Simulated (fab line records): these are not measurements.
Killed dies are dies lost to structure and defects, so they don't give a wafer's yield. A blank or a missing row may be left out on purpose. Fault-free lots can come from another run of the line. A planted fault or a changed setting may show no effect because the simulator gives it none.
Comparing a struck lot with a sound one + flow ritCmos + 30 out of 202 route steps
Sound: these wafers, L955.1, L955.2, L955.4. Wafers L949.1, L949.3, L949.5 were the ones struck. Last of all comes the cause.
For every step that has rows: the tool of each side, followed by ch and its chambers, followed by its first start. Under that, the readings that differ: sound wafers + struck wafers + difference of the means + sigmas: that difference in standard deviations of wafers without a fault.
alike: words and numbers the same on both sides, and readings whose means are apart by under 2 such deviations; not compared: readings that were withheld, readings missing a value for some wafer, numbers with overlapping values and no deviation given by the record, and bounds like >300 which may hide the same value.
A row with sigmas, a row that says differs or no value, or rows on one side alone: a step with any of these is where the two part. When numbers do not overlap yet have no deviation, they are printed without sigmas and do not part them. Lack of a reading on every wafer of one side parts them only where that side has two or more wafers.

RIT_FOX2_THK_MEAS_01:
  sound on filmMetro-04 at day 6 00:07; struck on filmMetro-04 at day 4 14:37
  alike: FOX2_OXIDE_THK
then, 2 steps without rows for these wafers: RIT_FOX2_CLEAN_02 (cleans in dHF, time 180 s); RIT_FOX2_WET_ETCH_03 (etches Si3N4 in H3PO4, target depth 195 nm, time 2700 s).
RIT_FOX2_THK_MEAS_90:
  sound on filmMetro-02 at day 6 00:59; struck on filmMetro-02 at day 4 15:38
  alike: FIELD_OXIDE_LEFT_1_THK
then, 6 steps without rows for these wafers: RIT_NWELL_HMDS_00 (prime time 60 s); RIT_NWELL_COAT_01 (resist thk 1300 nm); RIT_NWELL_SOFTBAKE_02 (time 60 s); RIT_NWELL_EXPOSE_03 (exposes mask M2, target cd 43900 nm); RIT_NWELL_PEB_04; RIT_NWELL_DEVELOP_05 (develop time 68 s).
RIT_NWELL_OVL_MEAS_06:
  sound on overlay-02 at day 6 02:03; struck on overlay-01 at day 4 16:49
  alike: NWELL_OVL
then, 1 step without rows for these wafers: RIT_NWELL_HARDBAKE_07 (time 120 s).
RIT_NWELL_IMPLANT_08:
  sound on implanter-02 ch 0, day 6 02:20; struck on implanter-03 ch 0, day 4 17:07
| reading          | sound                         | struck                        | difference | sigmas      |
|------------------|-------------------------------|-------------------------------|------------|-------------|
| doseIonsCm2      | 4.993e+13 5.001e+13 5.003e+13 | 7.999e+13 7.995e+13 7.999e+13 | +2.999e+13 | +99 or more |
| faradayCurrentUA | 161 155 167                   | 259 249 250                   | +92        | +27         |
  alike: beamEnergyKeV
RIT_NWELL_STRIP_09: strips in O2, time 180 s.
  sound on plasmaAsher-01 ch 0,1, day 6 02:29; struck on plasmaAsher-04 ch 0,1, day 4 17:16
  alike: drypumpMotorCurrentA, o2FlowSccm
  not compared: rfHoursCounterH
RIT_NWELL_TW_MEAS_10:
  sound on filmMetro-03 at day 6 02:40; struck on filmMetro-04 at day 4 17:26
| reading  | sound          | struck         | difference | sigmas |
|----------|----------------|----------------|------------|--------|
| NWELL_TW | 2126 2131 2123 | 2486 2478 2473 | +352       | +27    |
then, 6 steps without rows for these wafers: RIT_PWELL_HMDS_00 (prime time 60 s); RIT_PWELL_COAT_01 (resist thk 1300 nm); RIT_PWELL_SOFTBAKE_02 (time 60 s); RIT_PWELL_EXPOSE_03 (exposes mask M3, target cd 43700 nm); RIT_PWELL_PEB_04; RIT_PWELL_DEVELOP_05 (develop time 68 s).
RIT_PWELL_OVL_MEAS_06:
  sound on overlay-01 at day 6 03:36; struck on overlay-01 at day 4 18:30
| reading        | sound       | struck        | difference | sigmas |
|----------------|-------------|---------------|------------|--------|
| PWELL_OVL (nm) | 3.3 2.7 4.0 | 0.6 -0.3 -0.4 | -3.4       | -2     |
then, 2 steps without rows for these wafers: RIT_PWELL_HARDBAKE_07 (time 120 s); RIT_PWELL_IMPLANT_08.
RIT_PWELL_STRIP_09: strips in O2, time 180 s.
  sound on plasmaAsher-04 ch 0,1, day 6 04:02; struck on plasmaAsher-04 ch 0,1, day 4 18:56
  alike: drypumpMotorCurrentA, o2FlowSccm
  not compared: rfHoursCounterH
RIT_PWELL_TW_MEAS_10:
  sound on filmMetro-03 at day 6 04:13; struck on filmMetro-04 at day 4 19:07
  alike: PWELL_TW
then, 1 step without rows for these wafers: RIT_WELLDRIVE_ANNEAL_00 (time 14700 s).
RIT_WELLDRIVE_RS_MEAS_01: the measuring method here is four-point-probe.
  sound on filmMetro-01 at day 6 09:21; struck on filmMetro-03 at day 5 01:28
| reading           | sound             | struck            | difference | sigmas |
|-------------------|-------------------|-------------------|------------|--------|
| NWELL_RS (ohm/sq) | 275.3 275.4 274.9 | 207.2 207.5 207.2 | -67.9      | -89    |
RIT_WELLDRIVE_RS_MEAS_02: the measuring method here is four-point-probe.
  sound on filmMetro-01 at day 6 09:28; struck on filmMetro-03 at day 5 01:35
  alike: PWELL_RS
RIT_M1_PROBE_99:
  sound on prober-02 at day 7 16:54; struck on prober-02 at day 6 16:03
| reading                             | sound             | struck            | difference | sigmas |
|-------------------------------------|-------------------|-------------------|------------|--------|
| model.etest.pmos_0p3.rOnOhmUm       | 6365 6326 6501    | 6756 6837 6944    | +448       |        |
| model.etest.pmosTurned.rOnOhmUm     | 3535 3507 3658    | 3720 3840 3984    | +281       |        |
| model.etest.nwellPinched.rsOhmSq    | 337.9 336.7 333.2 | 248.4 249.2 248.8 | -87.1      |        |
| model.etest.wellEdgeLeft.lineOhmUm  | 183.6 182.7 184.2 | 132.7 131 132.2   | -51.5      |        |
| model.etest.wellEdgeRight.lineOhmUm | 182.2 183.7 182.5 | 129.8 130.8 129.2 | -52.9      |        |
| model.etest.pmos_0p15.driveUaUm     | 247.1 245.9 238.8 | 234.8 223.9 214.4 | -19.6      |        |
| model.etest.pmosTurned.driveUaUm    | 184.6 185.3 175.2 | 163.1 157.5 148.2 | -25.4      |        |
  alike: killed_at_M0_to_M3, killedAtContacts, killedAtFrontEnd, killedDies, killedOpen, killedShort
  not compared: model.etest.pmos_0p15.rOnOhmUm

== WHERE THEY PART ==
First at RIT_NWELL_IMPLANT_08; last, within this record, at RIT_WELLDRIVE_RS_MEAS_01. Later steps at which nothing parts them and some readings are alike: RIT_WELLDRIVE_RS_MEAS_02, RIT_M1_PROBE_99.

WHY: the cause the simulator had injected
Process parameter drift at RIT_NWELL_IMPLANT_08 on implanter-03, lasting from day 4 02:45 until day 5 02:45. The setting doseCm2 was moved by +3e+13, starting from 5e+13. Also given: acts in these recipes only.
